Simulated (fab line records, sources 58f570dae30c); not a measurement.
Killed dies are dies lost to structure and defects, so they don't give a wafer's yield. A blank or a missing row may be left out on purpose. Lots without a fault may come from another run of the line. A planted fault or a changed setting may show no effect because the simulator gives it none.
A struck lot beside a sound one | flow berkeley_cmos170 | 17 steps out of a route of 331
Sound: wafers L854.1, L854.2, L854.3. Struck: wafers L859.4, L859.5, L859.6. The cause comes at the end.
At each step with rows: each side's tool, then ch and its chambers, then its first start. Under that, the readings that differ: sound wafers | struck wafers | difference of the means | sigmas: that difference in standard deviations of wafers without a fault.
alike: readings whose means differ by less than 2 such deviations, and words and numbers that are the same on both sides. not compared: withheld readings, readings that some wafer has no value for, bounds like >300 that may hide the same value, and numbers for which the record gives no deviation and whose values overlap.
The two part at a step that has a row with sigmas, a row that says differs or no value, or rows on one side only. Numbers that don't overlap but have no deviation are shown without sigmas and don't part them. A reading that every wafer of one side lacks parts them only if that side has two wafers or more.

first, 5 steps without rows for these wafers: UCB170_WELLDRIVE_ANNEAL_03 (time 900 s); UCB170_WELLDRIVE_WET_ETCH_04 (etches SiO2 in BOE, time 120 s); UCB170_ACTIVE_CLEAN_00 (cleans in SPM, time 600 s); UCB170_ACTIVE_CLEAN_01 (cleans in dHF, time 60 s); UCB170_ACTIVE_OXIDATION_02 (target thk 26.4 nm, ox time 1260 s).
UCB170_ACTIVE_THK_MEAS_03:
  sound on film_metro-03, day 4 18:49; struck on film_metro-02, day 5 21:55
  alike: ACTIVE_OXIDE_THK
then, 2 steps without rows for these wafers: UCB170_ACTIVE_ANNEAL_04 (time 900 s); UCB170_ACTIVE_CVD_05 (deposits Si3N4 from SiH2Cl2/NH3, target thk 220 nm, time 3300 s).
UCB170_ACTIVE_THK_MEAS_06:
  sound on film_metro-01, day 5 02:39; struck on film_metro-03, day 6 05:28
  reading                 | sound             | struck            | difference | sigmas
  ACTIVE_NITRIDE_THK (nm) | 226.7 225.5 225.8 | 221.5 219.3 220.1 | -5.7       | -2
then, 3 steps without rows for these wafers: UCB170_ACTIVE_HMDS_07 (prime time 60 s); UCB170_ACTIVE_COAT_08 (resist thk 900 nm); UCB170_ACTIVE_SOFTBAKE_09 (time 60 s).
UCB170_ACTIVE_EXPOSE_10: exposes mask ACTIVE, target cd 1200 nm.
  sound on krf_scanner-01 ch 0, day 5 04:01; struck on krf_scanner-02 ch 0, day 6 06:05
  reading | sound                      | struck                              | difference | sigmas
  mask    | ACTIVE#0 ACTIVE#0 ACTIVE#0 | ACTIVE_R1#0 ACTIVE_R1#0 ACTIVE_R1#0 | differs    |
  alike: reticle_temp_C
then, 2 steps without rows for these wafers: UCB170_ACTIVE_PEB_11; UCB170_ACTIVE_DEVELOP_12 (develop time 45 s).
UCB170_ACTIVE_CD_MEAS_13: target cd 1200 nm.
  sound on cd_sem-01, day 5 04:43; struck on cd_sem-02, day 6 07:10
  reading    | sound                | struck               | difference | sigmas
  cd_nm (nm) | 1199.0 1199.6 1199.2 | 1377.0 1375.8 1377.1 | +177.4     | +99 or more
  not compared: hold
UCB170_M3_PROBE_99:
  the record has rows for the sound wafers here (prober-01, day 9 10:24) and none for the struck ones

WHERE THEY PART
First at UCB170_ACTIVE_THK_MEAS_06; last, within this record, at UCB170_M3_PROBE_99.

WHY: what the simulator had put in
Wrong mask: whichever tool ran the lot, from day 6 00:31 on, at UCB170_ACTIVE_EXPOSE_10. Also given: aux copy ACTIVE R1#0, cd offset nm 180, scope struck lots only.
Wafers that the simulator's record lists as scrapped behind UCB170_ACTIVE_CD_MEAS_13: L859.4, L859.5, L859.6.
